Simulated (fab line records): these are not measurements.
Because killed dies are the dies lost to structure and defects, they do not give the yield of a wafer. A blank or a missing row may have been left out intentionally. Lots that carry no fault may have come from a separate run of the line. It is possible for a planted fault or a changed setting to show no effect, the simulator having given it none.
Code-filled problem report in 8D (eight disciplines) form + flow rit-cmos + the parts of the form that need people (team, actions taken, sign-off) are left out

## 1. THE PROBLEM
Wafers free of any fault read -0.1 nm (standard deviation 1.4) for CONTACT_OVL at RIT_CONTACT_OVL_MEAS_09, against a mean of -151.7 nm on 6 wafers of 2 lots. So: -99 or more standard deviations from the usual mean.
Seen first at day 6 09:54 on overlay-01, wafer L242.3. The record has a number at this step for 42 wafers belonging to 14 lots. By rule, "out" or "out of limits" means more than 4 standard deviations away from the usual mean. Any other wafer with a number is counted as sound.

## 2. WHAT IT IS AND WHAT IT IS NOT
| question                    | is                     | is not                                                                                 |
|-----------------------------|------------------------|----------------------------------------------------------------------------------------|
| which readings at this step | CONTACT_OVL            | -                                                                                      |
| which lots                  | L242, L246             | L228, L231, L233, L234, L235, L237, L239, L240, L245, L247, L248, L249                 |
| which wafers of those lots  | all that have a number | -                                                                                      |
| read on which gauges        | overlay-01             | overlay-02                                                                             |
| when                        | from day 6 09:54       | up to then (24 sound wafers); but 12 sound wafers of L245, L247, L248, L249 came after |

## 3. THE SUSPECTS, EACH WITH WHAT RULES IT OUT
Counting: any tool at a process step up to the reading is kept as a suspect provided that every lot that is out went through it and no sound lot did after the first of them.
- the gauge at RIT_CONTACT_OVL_MEAS_09: kept. All the wafers that are out were read on overlay-01, and no step on other tools shows them out.
- iline-stepper-01 at RIT_CONTACT_EXPOSE_05 (exposes mask M11, target cd 1000 nm): kept. Every lot that is out went through it, starting with L242 (day 6 09:17), and after that it ran no sound lot; the last sound lot it ran before then is L237 (day 5 10:27).
Remaining after the count are iline-stepper-01 at RIT_CONTACT_EXPOSE_05 and overlay-01 at RIT_CONTACT_OVL_MEAS_09.

## 4. THE CAUSE (what the simulator had put in)
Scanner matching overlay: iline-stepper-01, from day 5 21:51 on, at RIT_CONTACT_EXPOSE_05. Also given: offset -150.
2 suspects survive the count, and this tool is in that group.

## 5. SEQUENCE OF EFFECTS, ordered by route
Each row: a reading whose mean over the struck wafers that have a number lies more than 3 standard deviations from the usual. Only readings whose record carries a usual standard deviation are examined. hours: median over the lots of the time between each lot's start at the first step of this table that gives one and its start at this step. sigmas: the change, counted in usual standard deviations.
| hours | step                    | reading     | usual   | on struck wafers | change | sigmas      |
|-------|-------------------------|-------------|---------|------------------|--------|-------------|
| 0     | RIT_CONTACT_OVL_MEAS_09 | CONTACT_OVL | -0.1 nm | -151.7           | -151.6 | -99 or more |

## 6. HOW IT WOULD HAVE BEEN CAUGHT EARLIER
12 hours passed between the start of the fault at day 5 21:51 and the first reading out of limits at a measuring or inspecting step in this record, taken at day 6 09:54.
An alarm limit of 4 standard deviations would not have fired on the tool readings at RIT_CONTACT_EXPOSE_05 for which the record gives a usual standard deviation, since none of them was out on any struck wafer.
Of the lots that are out (2), L246 began RIT_CONTACT_EXPOSE_05 on iline-stepper-01 after day 6 09:54. Holding the tool at that time would have saved it.
